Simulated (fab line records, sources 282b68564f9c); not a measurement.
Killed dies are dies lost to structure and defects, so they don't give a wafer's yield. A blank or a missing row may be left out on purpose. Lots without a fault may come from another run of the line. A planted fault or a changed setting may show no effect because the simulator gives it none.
A struck lot beside a sound one | flow rit_cmos | 43 steps out of a route of 202
Sound: wafers L916.3, L916.4, L916.6. Struck: wafers L931.1, L931.4. (L931.5 of the same lot was not struck and is left out.) The cause comes at the end.
At each step with rows: each side's tool, then ch and its chambers, then its first start. Under that, the readings that differ: sound wafers | struck wafers | difference of the means | sigmas: that difference in standard deviations of wafers without a fault.
alike: readings whose means differ by less than 2 such deviations, and words and numbers that are the same on both sides. not compared: withheld readings, readings that some wafer has no value for, bounds like >300 that may hide the same value, and numbers for which the record gives no deviation and whose values overlap.
The two part at a step that has a row with sigmas, a row that says differs or no value, or rows on one side only. Numbers that don't overlap but have no deviation are shown without sigmas and don't part them. A reading that every wafer of one side lacks parts them only if that side has two wafers or more.

RIT_SDANNEAL_RTA_03: time 5 s.
  sound on rtp_anneal-01 ch 0, day 3 10:58; struck on rtp_anneal-02 ch 0, day 6 15:43
  alike: wafer_temp_C_max
RIT_SDANNEAL_RS_MEAS_04: measures by four-point-probe.
  sound on film_metro-03, day 3 11:03; struck on film_metro-03, day 6 15:47
  alike: PSD_RS
RIT_SDANNEAL_RS_MEAS_05: measures by four-point-probe.
  sound on film_metro-03, day 3 11:10; struck on film_metro-03, day 6 15:54
  alike: NSD_RS
RIT_SDANNEAL_RS_MEAS_06: measures by four-point-probe.
  sound on film_metro-03, day 3 11:17; struck on film_metro-03, day 6 16:01
  alike: PLDD_RS
RIT_SDANNEAL_RS_MEAS_07: measures by four-point-probe.
  sound on film_metro-03, day 3 11:25; struck on film_metro-03, day 6 16:08
  alike: NLDD_RS
then, 1 step without rows for these wafers: RIT_SILICIDE_WET_ETCH_00 (etches SiO2 in BOE, target depth 14 nm, time 15 s).
RIT_SILICIDE_SPUTTER_01: material Ti, target thk 30 nm, time 240 s.
  sound on pvd_sputter-02, day 3 11:30; struck on pvd_sputter-01, day 6 16:16
  alike: throttle_valve_pct
RIT_SILICIDE_RS_MEAS_02: measures by four-point-probe.
  sound on film_metro-04, day 3 11:41; struck on film_metro-04, day 6 16:25
  alike: SILICIDE_TI_RS
RIT_SILICIDE_THK_MEAS_03: measures by xrf.
  sound on film_metro-04, day 3 11:47; struck on film_metro-04, day 6 16:32
  alike: SILICIDE_TI_THK
RIT_SILICIDE_RTA_04: time 10 s, ramp up 5 s, ramp down 5 s.
  sound on rtp_anneal-02 ch 0, day 3 11:51; struck on rtp_anneal-01 ch 0, day 6 16:36
  alike: wafer_temp_C_max
then, 1 step without rows for these wafers: RIT_SILICIDE_WET_ETCH_05 (etches Ti in SPM, time 120 s).
RIT_SILICIDE_RTA_06: time 10 s, ramp up 5 s, ramp down 10 s.
  sound on rtp_anneal-01 ch 0, day 3 11:58; struck on rtp_anneal-02 ch 0, day 6 16:43
  alike: wafer_temp_C_max
RIT_CONTACT_CVD_00: deposits SiO2 from TEOS, target thk 400 nm, time 61 s.
  sound on pecvd-01 ch 1,2, day 3 12:01; struck on pecvd-01 ch 0, day 6 16:47
  reading            | sound             | struck      | difference | sigmas
  rf_fwd_power_W (W) | 400.9 398.9 398.5 | 396.2 394.9 | -3.9       | -2
  alike: heater_power_w
RIT_CONTACT_THK_MEAS_01:
  sound on film_metro-01, day 3 12:05; struck on film_metro-01, day 6 16:50
  alike: CONTACT_TEOS_THK
then, 6 steps without rows for these wafers: RIT_CONTACT_HMDS_02 (prime time 60 s); RIT_CONTACT_COAT_03 (resist thk 1000 nm); RIT_CONTACT_SOFTBAKE_04 (time 60 s); RIT_CONTACT_EXPOSE_05 (exposes mask M11, target cd 1000 nm); RIT_CONTACT_PEB_06; RIT_CONTACT_DEVELOP_07 (develop time 120 s).
RIT_CONTACT_CD_MEAS_08: target cd 1000 nm.
  sound on cd_sem-01, day 3 13:21; struck on cd_sem-02, day 6 17:51
  alike: cd_nm
RIT_CONTACT_OVL_MEAS_09:
  sound on overlay-01, day 3 13:26; struck on overlay-01, day 6 17:58
  alike: CONTACT_OVL
then, 1 step without rows for these wafers: RIT_CONTACT_HARDBAKE_10 (time 60 s).
RIT_CONTACT_ETCH_11: etches SiO2 in CHF3/CF4/Ar, stops on TiSi2, target depth 480 nm, time 320 s.
  sound on rie_diel-01 ch 0,2, day 3 13:37; struck on rie_diel-01 ch 1,2, day 6 18:10
  alike: drypump_motor_current_A, oes_product_au, rf_fwd_power_W, throttle_valve_pct
  not compared: rf_hours_counter_h
then, 1 step without rows for these wafers: RIT_CONTACT_STRIP_12 (strips in O2, time 180 s).
RIT_CONTACT_CD_MEAS_90: target cd 1000 nm.
  sound on cd_sem-02, day 3 14:02; struck on cd_sem-01, day 6 18:32
  alike: cd_nm
then, 3 steps without rows for these wafers: RIT_CONTACT_CLEAN_13 (cleans in SC1, time 600 s); RIT_CONTACT_CLEAN_14 (cleans in SC2, time 600 s); RIT_M1_SPUTTER_00 (material Al, target thk 400 nm, time 500 s).
RIT_M1_RS_MEAS_01: measures by four-point-probe.
  sound on film_metro-02, day 3 14:47; struck on film_metro-02, day 6 19:19
  alike: M1_AL_RS
RIT_M1_THK_MEAS_02: measures by xrf.
  sound on film_metro-02, day 3 14:53; struck on film_metro-02, day 6 19:26
  alike: M1_AL_THK
then, 6 steps without rows for these wafers: RIT_M1_HMDS_03 (prime time 60 s); RIT_M1_COAT_04 (resist thk 1300 nm); RIT_M1_SOFTBAKE_05 (time 60 s); RIT_M1_EXPOSE_06 (exposes mask M12, target cd 2600 nm); RIT_M1_PEB_07; RIT_M1_DEVELOP_08 (develop time 68 s).
RIT_M1_CD_MEAS_09: target cd 2600 nm.
  sound on cd_sem-02, day 3 15:58; struck on cd_sem-02, day 6 20:30
  alike: cd_nm
RIT_M1_OVL_MEAS_10:
  sound on overlay-02, day 3 16:04; struck on overlay-01, day 6 20:37
  alike: M1_OVL
then, 3 steps without rows for these wafers: RIT_M1_HARDBAKE_11 (time 120 s); RIT_M1_METAL_ETCH_12 (etches Al in Cl2/BCl3, stops on SiO2, time 165 s, target depth 600 nm); RIT_M1_STRIP_13 (strips in nmp, time 600 s).
RIT_M1_PROBE_99:
  sound on prober-02, day 3 18:41; struck on prober-02, day 6 23:09
  reading            | sound | struck | difference | sigmas
  killed_at_contacts | 0 0 0 | 2 6    | +4         | +17
  alike: killed_at_front_end, killed_dies, killed_open, killed_short

WHERE THEY PART
First at RIT_CONTACT_CVD_00; last, within this record, at RIT_M1_PROBE_99.

WHY: what the simulator had put in
Chamber particle source: pecvd-01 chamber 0, from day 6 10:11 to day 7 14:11, at RIT_CONTACT_CVD_00. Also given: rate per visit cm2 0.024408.
